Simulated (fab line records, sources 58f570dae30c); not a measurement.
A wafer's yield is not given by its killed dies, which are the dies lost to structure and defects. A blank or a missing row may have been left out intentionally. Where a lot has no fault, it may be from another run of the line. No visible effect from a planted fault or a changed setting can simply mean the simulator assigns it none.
The tool behind it: which one? + flow berkeley-cmos170 + 21 wafers from 7 lots sampled at 3 of the route's 331 steps

== WHAT THE GAUGES SHOWED, per wafer ==
UCB170_V2_CD_MEAS_90: target cd 700 nm.
| lot  | measured     | on        | cd-nm (nm)        |
|------|--------------|-----------|-------------------|
| L949 | day 7 09:40  | cd-sem-02 | 698.6 701.7 701.4 |
| L952 | day 8 10:29  | cd-sem-01 | 700.2 698.8 698.2 |
| L957 | day 9 12:12  | cd-sem-01 | 700.1 699.7 701.5 |
| L959 | day 9 12:58  | cd-sem-01 | 699.1 701.2 701.3 |
| L955 | day 9 13:56  | cd-sem-01 | 700.9 699.2 701.6 |
| L961 | day 10 14:39 | cd-sem-02 | 704.8 704.3 703.5 |
| L970 | day 12 09:31 | cd-sem-01 | 700.1 701.8 701.4 |

== TOOL THAT RAN EACH LOT (tool first, then ch and the chambers of the sampled wafers, then the start) ==
| lot  | UCB170_V2_ETCH_14                  | UCB170_V2_STRIP_15                   |
|------|------------------------------------|--------------------------------------|
| L949 | rie-diel-02 ch 0,2, day 7 09:23    | plasma-asher-02 ch 0,1, day 7 09:34  |
| L952 | rie-diel-02 ch 0,1,3, day 8 10:12  | plasma-asher-03 ch 0, day 8 10:23    |
| L957 | rie-diel-02 ch 0,1, day 9 11:53    | plasma-asher-03 ch 0,1, day 9 12:05  |
| L959 | rie-diel-04 ch 1,2,3, day 9 12:42  | plasma-asher-03 ch 0,1, day 9 12:52  |
| L955 | rie-diel-01 ch 1,2,3, day 9 13:25  | plasma-asher-03 ch 0,1, day 9 13:36  |
| L961 | rie-diel-04 ch 0,1, day 10 14:21   | plasma-asher-02 ch 0,1, day 10 14:32 |
| L970 | rie-diel-02 ch 0,1,2, day 12 09:14 | plasma-asher-02 ch 0,1, day 12 09:25 |
- UCB170_V2_ETCH_14: etches SiO2 in CHF3/CF4/Ar, stops on Al, target depth 1250 nm, time 291 s.
- UCB170_V2_STRIP_15: strips in O2.

== THE ANSWER, worked out from the rows above alone ==
Rule: usual is defined by the lots themselves. The widest of any qualifying gaps counts: lots, ordered by their means at a reading, are off when they make up no more than a third of the lots, leave a main group of 4 or more, and stand apart from it by 3 or more times the standard deviation of that group's means. A main group is skipped when, at the precision printed for the reading in the tables above, its means are all equal. A lot without any number at a reading at which 4 lots or more have one is off too. Any other lot the step has rows for is counted as sound.
Off: L961 (UCB170_V2_CD_MEAS_90, cd-nm). The main group: mean 700.4 nm, standard deviation 0.62.
A tool fits if, at a process step before that reading, it ran every lot that is off, and no sound lot after the first of them. Gauges at UCB170_V2_CD_MEAS_90: tried the same way as those tools. 2 tools fit, rie-diel-04 at UCB170_V2_ETCH_14 and cd-sem-02 at UCB170_V2_CD_MEAS_90, so this cannot tell which one it is.

== WHAT THE SIMULATOR PUT IN ==
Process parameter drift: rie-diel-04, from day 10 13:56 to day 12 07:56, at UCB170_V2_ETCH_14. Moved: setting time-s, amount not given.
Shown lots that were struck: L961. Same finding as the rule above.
